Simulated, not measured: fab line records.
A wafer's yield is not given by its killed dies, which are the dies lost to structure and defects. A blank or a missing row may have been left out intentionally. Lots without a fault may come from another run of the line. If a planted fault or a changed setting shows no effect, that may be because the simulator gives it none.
Split-lot study -- flow berkeley-cmos170 -- 23 wafers read across 5 lots, on a route 331 steps long

## ON THE SPLIT
At UCB170_M3_SPUTTER_01 (material Al, target thk 900 nm, time 120 s), the setting power-w was moved away from the recipe's 6000 W on 9 of the 23 wafers read, by -7.3% to +9.8%. For the rest of the wafers, this setting stayed at what the recipe calls for.

## BETWEEN THE SPLIT AND THE READING: the file shows 1 step in between
- UCB170_M3_RS_MEAS_02: measures by four-point-probe

## THE READING
M3_AL_THK, in nm, at UCB170_M3_THK_MEAS_03 (measures by xrf). Typical for fault-free wafers on this fab line: 887 nm, with standard deviation 10 nm.

wafer,"tool, chamber at the split","power-w as run, W",against the recipe,"M3_AL_THK, nm",against lot-mates on the recipe
L075.2,"pvd-sputter-02, -",6000,recipe,898,-
L075.4,"pvd-sputter-02, -",6000,recipe,906,-
L075.5,"pvd-sputter-02, -",6000,recipe,903,-
L074.1,"pvd-sputter-01, -",6254,+4.2%,917,+45
L074.2,"pvd-sputter-01, -",6000,recipe,876,-
L074.3,"pvd-sputter-01, -",6000,recipe,870,-
L074.4,"pvd-sputter-01, -",6000,recipe,869,-
L074.5,"pvd-sputter-01, -",6254,+4.2%,908,+36
L077.1,"pvd-sputter-02, -",6588,+9.8%,977,+85
L077.3,"pvd-sputter-02, -",6000,recipe,899,-
L077.4,"pvd-sputter-02, -",6588,+9.8%,969,+77
L077.5,"pvd-sputter-02, -",6000,recipe,892,-
L077.6,"pvd-sputter-02, -",6000,recipe,885,-
L081.1,"pvd-sputter-04, -",6185,+3.1%,914,+26
L081.2,"pvd-sputter-04, -",6185,+3.1%,912,+24
L081.3,"pvd-sputter-04, -",6000,recipe,893,-
L081.4,"pvd-sputter-04, -",6000,recipe,882,-
L081.5,"pvd-sputter-04, -",6185,+3.1%,918,+30
L084.2,"pvd-sputter-02, -",5561,-7.3%,829,-69
L084.3,"pvd-sputter-02, -",6000,recipe,901,-
L084.4,"pvd-sputter-02, -",5561,-7.3%,827,-71
L084.5,"pvd-sputter-02, -",6000,recipe,894,-
L084.6,"pvd-sputter-02, -",6000,recipe,898,-

THE FIT
A straight line over all 23 wafers: M3_AL_THK changes by +8.17 nm for each +1% of power-w; r = +0.95; the points scatter about the line by 10 nm.
The same after taking each lot's own level away (the mean of its wafers on the recipe; 23 wafers): +8.86 nm for each +1%; r = +0.99; scatter 4.7 nm.
On that fit, the largest move of power-w shifts the reading by 87 nm.
From 871.7 to 902.3 nm: that is the span of the lots' own levels, equal to 3.1 times the standard deviation above.
The two slopes agree, so the slope changes little with the lot-to-lot level.
Check: +86.5 nm against its lot-mates is what the line predicts for one of the wafers moved furthest among these (+9.8%) when that wafer is left out of the fit. It came out at +85 nm against them.

## ADDITIONAL SPLITS CARRIED BY THESE WAFERS
Note: prior to the reading, these wafers also went through further splits. Each is held against what the fit with the lots' levels taken away leaves over:
other split on the same wafers,wafers away from the commonest value,r with M3_AL_THK (lot level and that fit taken away)
UCB170_NSD_SOFTBAKE_02 time-s,11,+0.00
UCB170_SILICIDE_SPUTTER_01 power-w,10,-0.04
UCB170_CONTACT_COAT_10 resist-thk-nm,6,+0.38
UCB170_CONTACT_ETCH_18 over-etch-frac,7,-0.10
UCB170_V1_PEB_10 peb-temp-c,9,+0.04
UCB170_V2_CVD_00 time-s,11,+0.17

## THE WHOLE CHAIN: every reading that the file lists as answering this split, in the file's order
step,what it does,reading,change (the file's fit),r (the file's)
UCB170_M3_SPUTTER_01,"material Al, target thk 900 nm, time 120 s","Al_of_M3_SPUTTER_01.thk-nm (the simulator's own value, which no gauge read)",+9.06 nm for each +1% of the setting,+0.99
UCB170_M3_RS_MEAS_02,measures by four-point-probe,M3_AL_RS,-0.000324 for each +1% of the setting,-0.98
UCB170_M3_THK_MEAS_03,measures by xrf,M3_AL_THK,+8.79 for each +1% of the setting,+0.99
UCB170_M3_METAL_ETCH_18,"etches Al in Cl2/BCl3, stops on SiO2, target depth 1170 nm, time 195 s","etch.depth-nm (the simulator's own value, which no gauge read)",+9.65 nm for each +1% of the setting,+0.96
UCB170_M3_METAL_ETCH_18,"etches Al in Cl2/BCl3, stops on SiO2, target depth 1170 nm, time 195 s","M3.feature-depth-nm (the simulator's own value, which no gauge read)",+9.71 nm for each +1% of the setting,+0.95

## FILE'S OWN FIT
M3_AL_THK changes by +8.79 nm for each +1% of power-w, r = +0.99.
